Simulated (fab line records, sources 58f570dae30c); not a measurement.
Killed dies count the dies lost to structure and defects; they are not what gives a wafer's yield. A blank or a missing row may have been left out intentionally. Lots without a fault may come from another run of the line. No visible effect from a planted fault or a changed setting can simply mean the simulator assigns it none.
Which tool did it?	flow berkeleyCmos170	Sampling: 6 lots, 18 wafers, 2 of 331 route steps

## WHAT THE GAUGES SHOWED, per wafer
UCB170_PWELL_THK_MEAS_06.
lot	measured	on	PWELL_NITRIDE_THK (nm)
L299	day 3 11:27	filmMetro-04	218.7 218.1 219.2
L302	day 3 19:05	filmMetro-03	219.7 219.8 219.0
L305	day 4 20:02	filmMetro-03	165.8 167.9 169.2
L313	day 6 04:47	filmMetro-04	221.8 222.9 221.5
L316	day 7 00:28	filmMetro-03	221.1 221.5 220.9
L319	day 7 16:59	filmMetro-04	220.4 223.3 223.1

## TOOL THAT RAN EACH LOT (tool first, then ch and the chambers of the sampled wafers, then the start)
lot	UCB170_PWELL_CVD_05
L299	lpcvd-01 ch 1, day 3 09:31
L302	lpcvd-01 ch 0, day 3 17:10
L305	lpcvd-01 ch 1, day 4 18:07
L313	lpcvd-02 ch 0, day 6 02:50
L316	lpcvd-02 ch 0, day 6 22:33
L319	lpcvd-02 ch 1, day 7 15:04
- UCB170_PWELL_CVD_05: deposits Si3N4 from SiH2Cl2/NH3, target thk 220 nm, time 3300 s.

## THE ANSWER, worked out from the rows above alone
Rule: the usual values come from the lots themselves. The widest of any qualifying gaps counts: lots, ordered by their means at a reading, are off when they make up no more than a third of the lots, leave a main group of 4 or more, and stand apart from it by 3 or more times the standard deviation of that group's means. The tables above print the reading to a certain number of digits; a main group whose means all agree to those digits is not used. A lot without any number at a reading at which 4 lots or more have one is off too. Any other lot the step has rows for is counted as sound.
Off: L305, at UCB170_PWELL_THK_MEAS_06 (PWELL_NITRIDE_THK). The main group: mean 220.7 nm, standard deviation 1.4.
If a tool, at a process step before that reading, ran all the lots that are off and no sound lot after the first of them, it fits. Those tools and the gauges at UCB170_PWELL_THK_MEAS_06 are tried in the same way. One fits: UCB170_PWELL_CVD_05 on lpcvd-01. A fault onset in the window from L302 (day 3 17:10, its last sound lot) to L305 (day 4 18:07, its first lot off) fits.

## WHAT WAS PUT IN BY THE SIMULATOR
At UCB170_PWELL_CVD_05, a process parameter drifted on lpcvd-01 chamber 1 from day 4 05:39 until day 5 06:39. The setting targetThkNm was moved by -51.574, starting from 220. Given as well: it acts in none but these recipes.
Shown lots that were struck: L305. The rule above reached the same finding.
